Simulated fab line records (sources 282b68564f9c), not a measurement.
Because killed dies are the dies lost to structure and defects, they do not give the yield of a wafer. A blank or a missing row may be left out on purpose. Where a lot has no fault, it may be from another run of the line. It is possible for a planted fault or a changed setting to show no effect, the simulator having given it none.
Check of tool commonality ; flow rit_cmos ; Sampled: 15 lots, 45 wafers

## REASON FOR OPENING
At RIT_SDANNEAL_RS_MEAS_05 the reading NSD_RS is flagged on 3 of 15 lots. Fault-free wafers read 84.41 ohm/sq, with a standard deviation of 0.28.
Rule: flag the lot when none of its wafers has a number, or when each of its wafers that has one lies beyond 4 standard deviations from that mean. As for the other lots, they are considered sound.

lot;measured;on;NSD_RS (ohm/sq), wafer by wafer;flag
L818;day 3 04:16;film_metro-01;84.44 84.51 84.71;
L819;day 3 08:30;film_metro-04;84.81 84.03 84.51;
L820;day 3 15:47;film_metro-04;84.13 84.62 84.49;
L821;day 3 21:55;film_metro-04;84.26 84.25 84.37;
L822;day 4 03:31;film_metro-04;84.00 84.48 84.11;
L823;day 4 05:31;film_metro-01;84.45 84.72 84.68;
L824;day 4 13:22;film_metro-04;83.97 84.18 83.91;
L825;day 4 18:23;film_metro-04;84.10 84.17 83.88;
L827;day 5 00:34;film_metro-02;83.80 83.63 83.65;
L828;day 5 09:00;film_metro-04;84.63 84.71 84.55;
L829;day 5 10:59;film_metro-01;76.21 76.43 76.24;FLAGGED
L832;day 6 01:19;film_metro-04;76.23 76.48 76.43;FLAGGED
L834;day 6 12:10;film_metro-04;76.27 76.59 76.67;FLAGGED
L837;day 7 08:38;film_metro-02;84.34 84.34 84.32;
L841;day 8 06:34;film_metro-04;84.68 84.85 84.67;
On average the flagged lots' numbers are 76.39 ohm/sq, which is -8.02 ohm/sq against the usual, or -29 standard deviations.

## TOOL THAT RAN EACH LOT
The record keeps 1 process step preceding the reading, out of 202 steps on the route. Read each cell as the tool, then ch plus the chambers that the sampled wafers visited, then the start.
lot;flag;RIT_NSD_IMPLANT_08
L818;;implanter-03 ch 0, day 3 01:50
L819;;implanter-02 ch 0, day 3 06:01
L820;;implanter-03 ch 0, day 3 13:26
L821;;implanter-02 ch 0, day 3 19:34
L822;;implanter-03 ch 0, day 4 01:03
L823;;implanter-03 ch 0, day 4 02:58
L824;;implanter-03 ch 0, day 4 10:12
L825;;implanter-03 ch 0, day 4 15:26
L827;;implanter-03 ch 0, day 4 22:02
L828;;implanter-04 ch 0, day 5 06:38
L829;FLAGGED;implanter-03 ch 0, day 5 08:26
L832;FLAGGED;implanter-03 ch 0, day 5 22:58
L834;FLAGGED;implanter-03 ch 0, day 6 09:48
L837;;implanter-04 ch 0, day 7 06:06
L841;;implanter-04 ch 0, day 8 04:13
What these steps do:
- RIT_NSD_IMPLANT_08
- RIT_SDANNEAL_RS_MEAS_05: measures by four-point-probe.

## FLAGGED AGAINST TOTAL, ONE TOOL AT A TIME (gauges that did the reading follow at the end)
step;tool;lots run;flagged;share of the flagged lots;sound lots run after its first flagged lot
RIT_NSD_IMPLANT_08;implanter-02;2;0;none;-
RIT_NSD_IMPLANT_08;implanter-03;10;3;all;0
RIT_NSD_IMPLANT_08;implanter-04;3;0;none;-
RIT_SDANNEAL_RS_MEAS_05;film_metro-01;3;1;some;0
RIT_SDANNEAL_RS_MEAS_05;film_metro-02;2;0;none;-
RIT_SDANNEAL_RS_MEAS_05;film_metro-04;10;2;some;1 (L841)

## WHAT THE TABLE PERMITS
All flagged lots share 1 row of the table, namely implanter-03 at RIT_NSD_IMPLANT_08.
- implanter-03 at RIT_NSD_IMPLANT_08 ran 10 lots, 3 of them flagged. Its last sound lot is L827 (day 4 22:02), its first flagged lot L829 (day 5 08:26): a fault that began between those two fits. Its own readings lie more than 4 standard deviations out on every wafer of the flagged lots: dose_ions_cm2, faraday_current_uA.
What remains is a single tool, implanter-03 at RIT_NSD_IMPLANT_08.

## WHAT THE SIMULATOR PUT IN
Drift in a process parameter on implanter-03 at RIT_NSD_IMPLANT_08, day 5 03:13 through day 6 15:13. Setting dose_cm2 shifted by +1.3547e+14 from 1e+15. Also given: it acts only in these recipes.
Struck lots among those shown: L829, L832, L834. The same result came from the rule above.
